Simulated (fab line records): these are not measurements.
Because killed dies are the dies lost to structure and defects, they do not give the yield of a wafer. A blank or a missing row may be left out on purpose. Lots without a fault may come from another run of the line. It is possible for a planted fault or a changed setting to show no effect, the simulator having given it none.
One fault seen from 2 desks	flow ritCmos	each desk holds nothing but its own numbers, with what lay behind them at the end

AT THE METROLOGY DESK
What the gauges read for every lot (on any tool): the sampled wafers with a number, averaged. Any lot whose mean is over 4 standard deviations away from the usual mean is out of limits and marked OUT; that distance is given in the brackets.
Columns: A = NLDD_OVL at RIT_NLDD_OVL_MEAS_06, usual 0.6 nm
lot	first seen here	A
L268	day 2 16:54	0.5
L270	day 3 04:15	-1.4
L273	day 3 18:46	-1.0
L274	day 3 22:38	-0.2
L275	day 4 04:47	0.0
L276	day 4 10:10	-0.3
L278	day 4 19:30	1.0
L279	day 4 23:51	-1.1
L280	day 5 06:10	1.8
L287	day 6 21:11	1.3
L288	day 7 03:22	1.6
L289	day 7 06:07	0.3
L291	day 7 15:11	0.4
This desk's finding: nothing out of limits on any of the 13 lots.

THE TOOL OWNER'S DESK: plasmaAsher-02
The tool's own readings at RIT_PLDD_STRIP_09 (strips in O2, time 180 s): means of the sampled wafers that have a number, for each lot that ran on this tool. Any lot whose mean is over 4 standard deviations away from the usual mean is out of limits and marked OUT; that distance is given in the brackets.
Columns: A = drypumpMotorCurrentA at RIT_PLDD_STRIP_09, usual 5.43 A; B = runLengthS at RIT_PLDD_STRIP_09, usual 208.5 s
lot	first seen here	A	B
L273	day 3 20:42	5.23	209.0
L275	day 4 06:57	5.42	208.5
L276	day 4 12:12	5.42	208.6
L279	day 5 01:38	5.20	72.3 (-99 or more) OUT
L288	day 7 05:17	5.44	208.8
L289	day 7 07:52	5.42	208.7
Finding of this desk: L279 out of limits; the first was L279 at day 5 01:38, on runLengthS at RIT_PLDD_STRIP_09. Within limits: L273, L275, L276, L288, L289.

PUT TOGETHER
The tool owner's desk had the chance to raise an alarm at day 5 01:38 on L279.
Nothing out of limits was seen by the metrology desk.
The metrology desk has L279 on record, within its limits.
On plasmaAsher-02, each named lot ran RIT_PLDD_STRIP_09.

WHAT WAS PUT IN BY THE SIMULATOR
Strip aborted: plasmaAsher-02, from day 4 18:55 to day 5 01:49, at RIT_PLDD_STRIP_09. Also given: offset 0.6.
Lots struck among those shown: L279.
Each desk's first reading out of limits, in hours after the fault started: the tool owner's desk, 7.
